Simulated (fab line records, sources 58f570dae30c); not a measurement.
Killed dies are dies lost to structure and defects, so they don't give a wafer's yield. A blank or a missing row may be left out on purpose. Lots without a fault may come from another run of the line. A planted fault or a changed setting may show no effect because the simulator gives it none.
Which tool did it? | flow berkeley_cmos170 | 14 lots, 42 wafers sampled, at 5 steps of a route of 331

WHAT THE GAUGES READ, wafer by wafer
UCB170_PWELL_THK_MEAS_06. Usual: PWELL_NITRIDE_THK 220.6 nm, standard deviation 2.5.
lot  | measured    | on            | PWELL_NITRIDE_THK (nm) | flag
L722 | day 3 03:21 | film_metro-04 | 221.4 224.5 224.1      |
L723 | day 3 05:26 | film_metro-02 | 216.7 219.1 217.0      |
L724 | day 3 09:39 | film_metro-02 | 219.2 218.1 218.1      |
L725 | day 3 17:48 | film_metro-02 | 219.7 219.0 219.0      |
L728 | day 4 16:03 | film_metro-01 | 222.7 221.4 221.3      |
L729 | day 4 16:04 | film_metro-04 | 218.4 218.2 218.1      |
L731 | day 4 20:19 | film_metro-02 | 222.2 219.0 221.1      |
L733 | day 5 04:19 | film_metro-01 | 223.3 221.0 220.7      |
L734 | day 5 12:24 | film_metro-01 | 219.0                  |
L736 | day 5 20:03 | film_metro-02 | 221.3 219.3 219.3      |
L741 | day 6 23:23 | film_metro-04 | 223.1 224.8 222.3      |
L743 | day 7 16:18 | film_metro-04 | 222.6 222.2 221.8      |
L744 | day 7 22:20 | film_metro-01 | 218.3 218.2 218.1      |

UCB170_SPACER_THK_MEAS_01. Usual: SPACER_TEOS_THK 377 nm, standard deviation 4.9.
lot  | measured     | on            | SPACER_TEOS_THK (nm) | flag
L722 | day 6 06:37  | film_metro-04 | 378 380 384          |
L723 | day 6 05:53  | film_metro-04 | 370 377 383          |
L724 | day 6 17:04  | film_metro-03 | 377 380 382          |
L725 | day 6 16:45  | film_metro-04 | 377 384 385          |
L728 | day 7 19:13  | film_metro-04 | 376 378 383          |
L729 | day 7 19:39  | film_metro-04 | 375 383 385          |
L731 | day 8 05:52  | film_metro-03 | 376 380 379          |
L733 | day 8 05:27  | film_metro-04 | 379 388 384          |
L734 | day 8 19:49  | film_metro-04 | 372                  |
L736 | day 9 02:17  | film_metro-04 | 375 379 382          |
L741 | day 10 04:23 | film_metro-04 | 377 371 378          |
L743 | day 11 10:10 | film_metro-04 | 372 373 378          |
L744 | day 11 10:28 | film_metro-01 | 376 377 380          |

WHICH TOOL RAN EACH LOT (tool, then ch and the chambers of the sampled wafers, then the start)
lot  | UCB170_ZERO_ETCH_06               | UCB170_ZERO_STRIP_07                | UCB170_ACTIVE_ETCH_15
L722 | rie_diel-02 ch 1,2,3, day 1 22:59 | plasma_asher-01 ch 0,1, day 1 23:03 | rie_diel-01 ch 1,2,3, day 4 07:47
L723 | rie_diel-04 ch 1,2,3, day 2 03:17 | plasma_asher-01 ch 1, day 2 03:19   | rie_diel-02 ch 0,2,3, day 4 08:20
L724 | rie_diel-04 ch 1,2,3, day 2 10:12 | plasma_asher-02 ch 0,1, day 2 10:13 | rie_diel-02 ch 0,1,2, day 4 12:13
L725 | rie_diel-04 ch 1,2,3, day 2 14:08 | plasma_asher-03 ch 0,1, day 2 14:10 | rie_diel-02 ch 0,3, day 4 14:56
L728 | rie_diel-02 ch 0,1,2, day 3 05:41 | plasma_asher-03 ch 0,1, day 3 05:42 | rie_diel-03 ch 1,3, day 5 18:39
L729 | rie_diel-02 ch 0,2, day 3 09:32   | plasma_asher-02 ch 0, day 3 09:33   | rie_diel-02 ch 1,2,3, day 5 18:34
L731 | rie_diel-02 ch 1,2,3, day 3 19:45 | plasma_asher-01 ch 0,1, day 3 19:47 | rie_diel-03 ch 0,1,3, day 6 00:12
L733 | rie_diel-03 ch 1,2,3, day 4 05:32 | plasma_asher-01 ch 0,1, day 4 05:35 | rie_diel-03 ch 1,2, day 6 03:39
L734 | rie_diel-04 ch 1,2,3, day 4 08:17 | plasma_asher-01 ch 0,1, day 4 08:19 | rie_diel-03 ch 0, day 6 16:05
L735 | rie_diel-04 ch 0,2, day 4 16:50   | plasma_asher-03 ch 1, day 4 16:52   | -
L736 | rie_diel-03 ch 0,2, day 4 23:05   | plasma_asher-03 ch 0,1, day 4 23:07 | rie_diel-03 ch 2,3, day 7 04:01
L741 | rie_diel-02 ch 0,1, day 5 22:14   | plasma_asher-01 ch 0,1, day 5 22:15 | rie_diel-01 ch 0,2, day 8 05:46
L743 | rie_diel-03 ch 1,2, day 6 12:58   | plasma_asher-02 ch 1, day 6 12:59   | rie_diel-01 ch 1,2,3, day 9 01:51
L744 | rie_diel-02 ch 0,1, day 6 16:29   | plasma_asher-02 ch 0,1, day 6 16:32 | rie_diel-01 ch 0,1,3, day 9 04:23
- UCB170_ZERO_ETCH_06: etches SiO2 in CHF3/CF4/Ar, time 12 s.
- UCB170_ZERO_STRIP_07: strips in O2.
- UCB170_ACTIVE_ETCH_15: etches Si3N4 in CH3F/Ar/O2, stops on SiO2, target depth 242 nm, time 151 s.

WHAT THE TOOLS THEMSELVES READ (means of the sampled wafers that have a number; where no wafer has one, the mark that the record gives instead)
UCB170_ZERO_ETCH_06. Usual: drypump_motor_current_A 5.7 A, standard deviation 0.49; oes_product_au 0.620 a.u., standard deviation 0.0084; throttle_valve_pct 9.24 %, standard deviation 0.11.
lot  | tool        | drypump_motor_current_A (A) | oes_product_au (a.u.) | throttle_valve_pct (%) | flag
L722 | rie_diel-02 | 5.7                         | 0.616                 | 9.37                   |
L723 | rie_diel-04 | 5.4                         | 0.622                 | 9.22                   |
L724 | rie_diel-04 | 5.4                         | 0.621                 | 9.22                   |
L725 | rie_diel-04 | 5.4                         | 0.620                 | 9.22                   |
L728 | rie_diel-02 | 5.5                         | 0.622                 | 9.31                   |
L729 | rie_diel-02 | 5.6                         | 0.625                 | 9.28                   |
L731 | rie_diel-02 | 5.7                         | 0.623                 | 9.38                   |
L733 | rie_diel-03 | 5.7                         | 0.611                 | 9.26                   |
L734 | rie_diel-04 | 5.4                         | 1.019                 | 9.24                   | OFF
L735 | rie_diel-04 | 5.6                         | 1.019                 | 9.17                   | OFF
L736 | rie_diel-03 | 5.8                         | 0.616                 | 9.08                   |
L741 | rie_diel-02 | 5.7                         | 0.623                 | 9.33                   |
L743 | rie_diel-03 | 5.6                         | 0.610                 | 9.21                   |
L744 | rie_diel-02 | 5.7                         | 0.627                 | 9.32                   |

UCB170_ZERO_STRIP_07. Usual: drypump_motor_current_A 5.6 A, standard deviation 0.39; oes_product_au 0.726 a.u., standard deviation 0.0042; strip_time_to_endpoint_s 21.48 s, standard deviation 0.065.
lot  | tool            | drypump_motor_current_A (A) | oes_product_au (a.u.) | strip_time_to_endpoint_s (s) | flag
L722 | plasma_asher-01 | 5.7                         | 0.726                 | 21.38                        |
L723 | plasma_asher-01 | 5.6                         | 0.726                 | 21.53                        |
L724 | plasma_asher-02 | 5.0                         | 0.725                 | 21.42                        |
L725 | plasma_asher-03 | 5.7                         | 0.725                 | 21.46                        |
L728 | plasma_asher-03 | 5.7                         | 0.726                 | 21.54                        |
L729 | plasma_asher-02 | 5.9                         | 0.722                 | 21.47                        |
L731 | plasma_asher-01 | 5.7                         | 0.727                 | 21.49                        |
L733 | plasma_asher-01 | 5.8                         | 0.727                 | 21.47                        |
L734 | plasma_asher-01 | 5.7                         | 0.726                 | 21.85                        | OFF
L735 | plasma_asher-03 | 5.6                         | 0.724                 | 21.77                        | OFF
L736 | plasma_asher-03 | 5.7                         | 0.727                 | 21.43                        |
L741 | plasma_asher-01 | 5.7                         | 0.733                 | 21.58                        |
L743 | plasma_asher-02 | 4.6                         | 0.726                 | 21.45                        |
L744 | plasma_asher-02 | 5.5                         | 0.726                 | 21.43                        |

UCB170_ACTIVE_ETCH_15. Usual: drypump_motor_current_A 5.7 A, standard deviation 0.5; oes_product_au 0.947 a.u., standard deviation 0.011; throttle_valve_pct 8.03 %, standard deviation 0.14.
lot  | tool        | drypump_motor_current_A (A) | oes_product_au (a.u.) | throttle_valve_pct (%) | flag
L722 | rie_diel-01 | 5.8                         | 0.947                 | 7.88                   |
L723 | rie_diel-02 | 5.8                         | 0.947                 | 8.12                   |
L724 | rie_diel-02 | 5.5                         | 0.949                 | 8.11                   |
L725 | rie_diel-02 | 6.2                         | 0.945                 | 8.13                   |
L728 | rie_diel-03 | 5.9                         | 0.936                 | 8.11                   |
L729 | rie_diel-02 | 5.7                         | 0.943                 | 8.15                   |
L731 | rie_diel-03 | 5.6                         | 0.948                 | 7.97                   |
L733 | rie_diel-03 | 5.3                         | 0.926                 | 8.06                   |
L734 | rie_diel-03 | 5.5                         | 0.956                 | 7.75                   |
L736 | rie_diel-03 | 6.2                         | 0.954                 | 8.07                   |
L741 | rie_diel-01 | 5.0                         | 0.961                 | 8.10                   |
L743 | rie_diel-01 | 5.8                         | 0.952                 | 7.88                   |
L744 | rie_diel-01 | 5.6                         | 0.948                 | 7.92                   |

THE ANSWER, worked out from the rows above alone
Rule: a lot is off if the mean of its wafers that have a number lies more than 3 standard deviations from the usual mean. A lot without any number at a reading at which 4 lots or more have one is off too. The other lots that the step has rows for count as sound. The gauges are gone through in route order, then the tools' own readings, and for those a lot's mean is taken as printed above. The first step at which some lot is off is used, and at that step the reading that is off furthest; a lot without a number counts as furthest.
Off: L734, L735, at UCB170_ZERO_ETCH_06 (oes_product_au).
A tool fits if, at that step or a process step before it, it ran every lot that is off, and no sound lot after the first of them. One fits: rie_diel-04 at UCB170_ZERO_ETCH_06. Its last sound lot is L725 (day 2 14:08), its first lot that is off L734 (day 4 08:17): a fault that began between those two fits.
The tool's own readings at UCB170_ZERO_ETCH_06 bear it out: on the lots that are off they differ by more than 5 times the standard deviation of the sound lots' means. oes_product_au reads 1.019 a.u. there against 0.620 a.u. on the sound lots.

WHAT THE SIMULATOR HAD PUT IN
Process parameter drift: rie_diel-04, from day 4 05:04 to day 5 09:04, at UCB170_ZERO_ETCH_06. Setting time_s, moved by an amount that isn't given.
Lots struck among those shown: L734, L735. The rule above found the same.
